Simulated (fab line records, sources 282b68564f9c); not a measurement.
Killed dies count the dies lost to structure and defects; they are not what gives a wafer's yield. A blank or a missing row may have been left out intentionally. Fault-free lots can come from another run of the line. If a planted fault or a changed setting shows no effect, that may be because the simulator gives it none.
Matching of chambers | flow ritCmos | rieSi-02 running RIT_GATE_ETCH_19: 4 sister chambers
The step etches poly-Si in SF6/CHF3/O2, stops on SiO2, time 165 s, target depth 312.5 nm. 4 wafers are shown with their chamber, then 8 later ones without.

WAFERS, EACH WITH ITS CHAMBER
wafer  | chamber | throttleValvePct (%)
L264.4 | 3       | 10.24
L270.5 | 0       | 10.05
L276.3 | 1       | 10.16
L278.3 | 2       | 9.95

WAFERS WHOSE CHAMBER IS MISSING
wafer  | throttleValvePct (%)
L278.5 | 10.06
L278.6 | 10.24
L280.3 | 10.16
L280.4 | 10.07
L280.5 | 10.16
L282.1 | 10.16
L282.2 | 10.25
L282.6 | 10.24

THE CHAMBER EACH PASSED THROUGH
wafer  | from the rows above | in truth
L278.5 | 0                   | 0
L278.6 | 3                   | 3
L280.3 | 1                   | 1
L280.4 | 0                   | 0
L280.5 | 1                   | 1
L282.1 | 1                   | 1
L282.2 | 3                   | 3
L282.6 | 3                   | 3
Placed correctly: 8 of 8. Left unplaced by these rows: 0. Wrongly placed: 0.
How it was worked out, from the rows above alone: a wafer's distance from a chamber is the root of the sum, over the readings, of the square of ((its reading less the chamber's mean) divided by the reading's scatter). If the next closest chamber is less than 2 further off than the closest, the wafer can't be placed; otherwise it belongs to the closest. The mean given for a chamber averages the wafers shown for that chamber. The scatter: with one shown wafer a chamber, the root of the mean of the squares of how far each hidden wafer lies from its nearest shown one.
